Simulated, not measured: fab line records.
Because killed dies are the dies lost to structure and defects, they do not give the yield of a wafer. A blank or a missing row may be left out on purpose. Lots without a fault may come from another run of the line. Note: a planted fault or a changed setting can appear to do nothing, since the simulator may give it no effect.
A struck lot beside a sound one | flow berkeley cmos170 | 14 out of 331 route steps
Sound: these wafers, L885.1, L885.3, L885.4. Struck: wafer L890.3 (L890.1, L890.4, from the same lot, were not struck and are left out); the cause is given at the end.
Each step with rows lists, per side, the tool, then ch with its chambers, then its first start. Under that, the readings that differ: sound wafers | struck wafers | difference of the means | sigmas: that difference in standard deviations of wafers without a fault.
alike: same words and numbers on both sides, and readings whose means sit less than 2 such deviations apart. not compared: any withheld reading, any reading some wafer has no value for, any bound like >300 that may hide the same value, and any number with overlapping values for which the record gives no deviation.
A row with sigmas, a row that says differs or no value, or rows on one side alone: a step with any of these is where the two part. Numbers that don't overlap but have no deviation are shown without sigmas and don't part them. A reading that every wafer of one side lacks parts them only if that side has two wafers or more.

first, 1 step without rows for these wafers: UCB170_NWELL_OXIDATION_01 (target thk 26.4 nm, ox time 1260 s).
UCB170_NWELL_THK_MEAS_02:
  sound on film metro-04 at day 3 00:37; struck on film metro-02 at day 3 21:34
  alike: NWELL_OXIDE_THK
then, 2 steps without rows for these wafers: UCB170_NWELL_ANNEAL_03 (time 900 s); UCB170_NWELL_CVD_04 (deposits Si3N4 from SiH2Cl2/NH3, target thk 224 nm, time 3360 s).
UCB170_NWELL_THK_MEAS_05:
  sound on film metro-04 at day 3 06:33; struck on film metro-03 at day 4 03:15
  alike: NWELL_NITRIDE_THK
then, 6 steps without rows for these wafers: UCB170_NWELL_HMDS_06 (prime time 60 s); UCB170_NWELL_COAT_07 (resist thk 900 nm); UCB170_NWELL_SOFTBAKE_08 (time 60 s); UCB170_NWELL_EXPOSE_09 (exposes mask NWELL, target cd 3000 nm); UCB170_NWELL_PEB_10; UCB170_NWELL_DEVELOP_11 (develop time 45 s).
UCB170_NWELL_OVL_MEAS_12:
  sound on overlay-02 at day 3 07:27; struck on overlay-02 at day 4 04:26
  alike: NWELL_OVL
UCB170_NWELL_ETCH_13: etches Si3N4 in CH3F/Ar/O2, stops on SiO2, target depth 246.4 nm, time 154 s.
  sound on rie diel-01 ch 1,2,3, day 3 07:29; struck on rie diel-03 ch 0, day 4 04:28
  reading                                | sound             | struck | difference | sigmas
  rf fwd power W (W)                     | 447.5 446.7 448.8 | 374.6  | -73.1      | -46
  model.KrF_of_NWELL_COAT_07.thk nm (nm) | 726.6 722.9 727.2 | 731.9  | +6.3       |
  alike: drypump motor current A, oes product au, throttle valve pct
  not compared: rf hours counter h
next, for these wafers, 1 step has no rows: UCB170_NWELL_IMPLANT_14.

## WHERE THEY PART
UCB170_NWELL_ETCH_13 only, going by this record.

WHY: the cause the simulator had injected
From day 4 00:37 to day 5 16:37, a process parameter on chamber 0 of rie diel-03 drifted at UCB170_NWELL_ETCH_13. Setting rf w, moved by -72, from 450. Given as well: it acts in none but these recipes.
